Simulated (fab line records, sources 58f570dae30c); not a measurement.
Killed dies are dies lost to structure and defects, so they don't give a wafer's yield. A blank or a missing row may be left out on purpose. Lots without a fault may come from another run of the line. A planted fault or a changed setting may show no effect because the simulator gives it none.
Which tool did it? | flow berkeley_cmos170 | 14 lots, 42 wafers sampled, at 5 steps of a route of 331

WHAT THE GAUGES READ, wafer by wafer
UCB170_NVT_TW_MEAS_09.
lot  | measured     | on            | NVT_TW
L583 | day 5 21:45  | film_metro-03 | 523 521 522
L585 | day 6 09:34  | film_metro-02 | 530 528 531
L587 | day 7 04:58  | film_metro-02 | 532 528 530
L589 | day 7 09:15  | film_metro-02 | 531 533 529
L588 | day 7 09:29  | film_metro-03 | 524 524 523
L590 | day 7 21:07  | film_metro-01 | 530 531 529
L592 | day 8 04:55  | film_metro-01 | 531 527 527
L591 | day 8 05:10  | film_metro-03 | 527 525 525
L594 | day 8 18:53  | film_metro-01 | 529 529 527
L595 | day 8 19:09  | film_metro-03 | 487 488 487
L598 | day 9 11:08  | film_metro-01 | 486 489 486
L600 | day 10 05:34 | film_metro-03 | 528 526 528
L603 | day 10 12:05 | film_metro-01 | 526 528 530
L602 | day 10 12:11 | film_metro-03 | 527 526 529

UCB170_PLDD_CD_MEAS_06: target cd 1200 nm.
lot  | measured     | on        | cd_nm (nm)
L583 | day 6 16:40  | cd_sem-01 | 1200.8 1199.9 1200.6
L585 | day 7 05:16  | cd_sem-02 | 1198.6 1201.2 1199.5
L587 | day 7 23:07  | cd_sem-02 | 1199.7 1199.9 1198.4
L589 | day 8 04:35  | cd_sem-02 | 1200.2 1200.9 1201.3
L588 | day 8 04:19  | cd_sem-02 | 1202.9 1202.5 1202.9
L590 | day 8 16:17  | cd_sem-01 | 1197.6 1198.8 1198.9
L592 | day 8 22:02  | cd_sem-02 | 1199.7 1200.5 1199.7
L591 | day 8 21:41  | cd_sem-01 | 1201.9 1202.5 1201.6
L594 | day 9 16:58  | cd_sem-01 | 1199.9 1199.4 1197.2
L595 | day 9 17:09  | cd_sem-02 | 1199.6 1200.0 1199.5
L598 | day 10 06:00 | cd_sem-01 | 1201.8 1200.1 1202.4
L600 | day 10 18:29 | cd_sem-01 | 1199.5 1200.1 1199.8
L603 | day 11 06:11 | cd_sem-01 | 1197.5 1199.8 1198.6
L602 | day 11 05:40 | cd_sem-01 | 1200.6 1200.0 1199.7

UCB170_SDANNEAL_RS_MEAS_03: measures by four-point-probe.
lot  | measured     | on            | NSD_RS (ohm/sq)
L583 | day 7 09:46  | film_metro-02 | 37.31 37.25 37.22
L585 | day 7 16:16  | film_metro-04 | 37.32 37.32 37.27
L587 | day 8 11:17  | film_metro-02 | 37.38 37.40 37.22
L589 | day 8 17:17  | film_metro-02 | 37.41 37.24 37.27
L588 | day 8 16:55  | film_metro-04 | 37.28 37.39 37.31
L590 | day 9 04:56  | film_metro-04 | 37.12 37.09 37.22
L592 | day 9 11:49  | film_metro-04 | 37.12 37.13 37.11
L591 | day 9 11:20  | film_metro-02 | 37.27 37.27 37.23
L594 | day 10 06:43 | film_metro-04 | 37.22 37.30 37.31
L595 | day 10 07:15 | film_metro-01 | 37.23 37.21 37.21
L598 | day 10 16:52 | film_metro-02 | 37.31 37.32 37.25
L600 | day 11 08:09 | film_metro-02 | 37.19 37.30 37.28
L603 | day 11 19:14 | film_metro-01 | 37.33 37.46 37.28
L602 | day 11 18:55 | film_metro-04 | 37.33 37.32 37.33

WHICH TOOL RAN EACH LOT (tool, then ch and the chambers of the sampled wafers, then the start)
lot  | UCB170_NVT_IMPLANT_07           | UCB170_SDANNEAL_RTA_00
L583 | implanter-01 ch 0, day 5 21:31  | rtp_anneal-02 ch 0, day 7 09:23
L585 | implanter-01 ch 0, day 6 09:21  | rtp_anneal-01 ch 0, day 7 16:00
L587 | implanter-03 ch 0, day 7 04:43  | rtp_anneal-01 ch 0, day 8 11:02
L589 | implanter-01 ch 0, day 7 09:01  | rtp_anneal-02 ch 0, day 8 17:02
L588 | implanter-03 ch 0, day 7 09:14  | rtp_anneal-01 ch 0, day 8 16:40
L590 | implanter-01 ch 0, day 7 20:52  | rtp_anneal-01 ch 0, day 9 04:41
L592 | implanter-01 ch 0, day 8 04:40  | rtp_anneal-01 ch 0, day 9 11:34
L591 | implanter-03 ch 0, day 8 04:55  | rtp_anneal-02 ch 0, day 9 11:05
L594 | implanter-03 ch 0, day 8 18:39  | rtp_anneal-01 ch 0, day 10 06:28
L595 | implanter-01 ch 0, day 8 18:54  | rtp_anneal-02 ch 0, day 10 07:01
L598 | implanter-01 ch 0, day 9 10:53  | rtp_anneal-02 ch 0, day 10 16:38
L600 | implanter-03 ch 0, day 10 05:19 | rtp_anneal-01 ch 0, day 11 07:54
L603 | implanter-02 ch 0, day 10 11:50 | rtp_anneal-02 ch 0, day 11 18:59
L602 | implanter-03 ch 0, day 10 11:55 | rtp_anneal-01 ch 0, day 11 18:40
- UCB170_NVT_IMPLANT_07
- UCB170_SDANNEAL_RTA_00: time 10 s.

WHAT THE TOOLS THEMSELVES READ (means of the sampled wafers that have a number; where no wafer has one, the mark that the record gives instead)
UCB170_NVT_IMPLANT_07.
lot  | tool         | dose_ions_cm2 | faraday_current_uA
L583 | implanter-01 | 3e+12         | 9.29
L585 | implanter-01 | 3e+12         | 9.63
L587 | implanter-03 | 3e+12         | 9.49
L589 | implanter-01 | 3e+12         | 9.45
L588 | implanter-03 | 3e+12         | 9.45
L590 | implanter-01 | 3e+12         | 9.38
L592 | implanter-01 | 3e+12         | 9.29
L591 | implanter-03 | 3e+12         | 9.40
L594 | implanter-03 | 3e+12         | 9.59
L595 | implanter-01 | 2e+12         | 7.48
L598 | implanter-01 | 2e+12         | 7.43
L600 | implanter-03 | 3e+12         | 9.39
L603 | implanter-02 | 3e+12         | 9.28
L602 | implanter-03 | 3e+12         | 9.58

UCB170_SDANNEAL_RTA_00.
lot  | tool          | lamp_power_pct (%) | wafer_temp_C_max
L583 | rtp_anneal-02 | 20.3               | 903.7
L585 | rtp_anneal-01 | 25.7               | 904.3
L587 | rtp_anneal-01 | 25.7               | 903.4
L589 | rtp_anneal-02 | 20.4               | 903.0
L588 | rtp_anneal-01 | 25.7               | 903.9
L590 | rtp_anneal-01 | 25.7               | 903.1
L592 | rtp_anneal-01 | 25.7               | 904.1
L591 | rtp_anneal-02 | 20.3               | 903.6
L594 | rtp_anneal-01 | 25.8               | 903.4
L595 | rtp_anneal-02 | 20.3               | 904.4
L598 | rtp_anneal-02 | 20.3               | 903.9
L600 | rtp_anneal-01 | 25.8               | 903.5
L603 | rtp_anneal-02 | 20.3               | 902.9
L602 | rtp_anneal-01 | 25.7               | 903.0

THE ANSWER, worked out from the rows above alone
Rule: what is usual is taken from the lots themselves. Put in order of their means at a reading, lots are off if they are a third of the lots or fewer, leave a main group of 4 or more, and stand apart from it by a gap of 3 or more times the standard deviation of the main group's means; of several such gaps the widest counts. A main group whose means are all the same, to the digits that the tables above print for the reading, isn't used. A lot without any number at a reading at which 4 lots or more have one is off too. The other lots that the step has rows for count as sound. The gauges are gone through in route order, then the tools' own readings, and for those a lot's mean is taken as printed above. The first step at which some lot is off is used, and at that step the reading that is off furthest; a lot without a number counts as furthest.
Off: L595, L598, at UCB170_NVT_TW_MEAS_09 (NVT_TW). The main group: mean 528, standard deviation 2.6.
A tool fits if, at a process step before that reading, it ran every lot that is off, and no sound lot after the first of them. The gauges at UCB170_NVT_TW_MEAS_09 aren't tried: what is off there is off at UCB170_NVT_IMPLANT_07 too, on other tools, and a gauge's error can't cause that. One fits: implanter-01 at UCB170_NVT_IMPLANT_07. Its last sound lot is L592 (day 8 04:40), its first lot that is off L595 (day 8 18:54): a fault that began between those two fits.
The tool's own readings at UCB170_NVT_IMPLANT_07 bear it out: on the lots that are off they differ by more than 5 times the standard deviation of the sound lots' means. dose_ions_cm2 reads 2e+12 there against 3e+12 on the sound lots; faraday_current_uA reads 7.46 there against 9.44 on the sound lots.

WHAT THE SIMULATOR HAD PUT IN
Process parameter drift: implanter-01, from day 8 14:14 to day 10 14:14, at UCB170_NVT_IMPLANT_07. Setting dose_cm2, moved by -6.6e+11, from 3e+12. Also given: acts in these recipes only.
Lots struck among those shown: L595, L598. The rule above found the same.
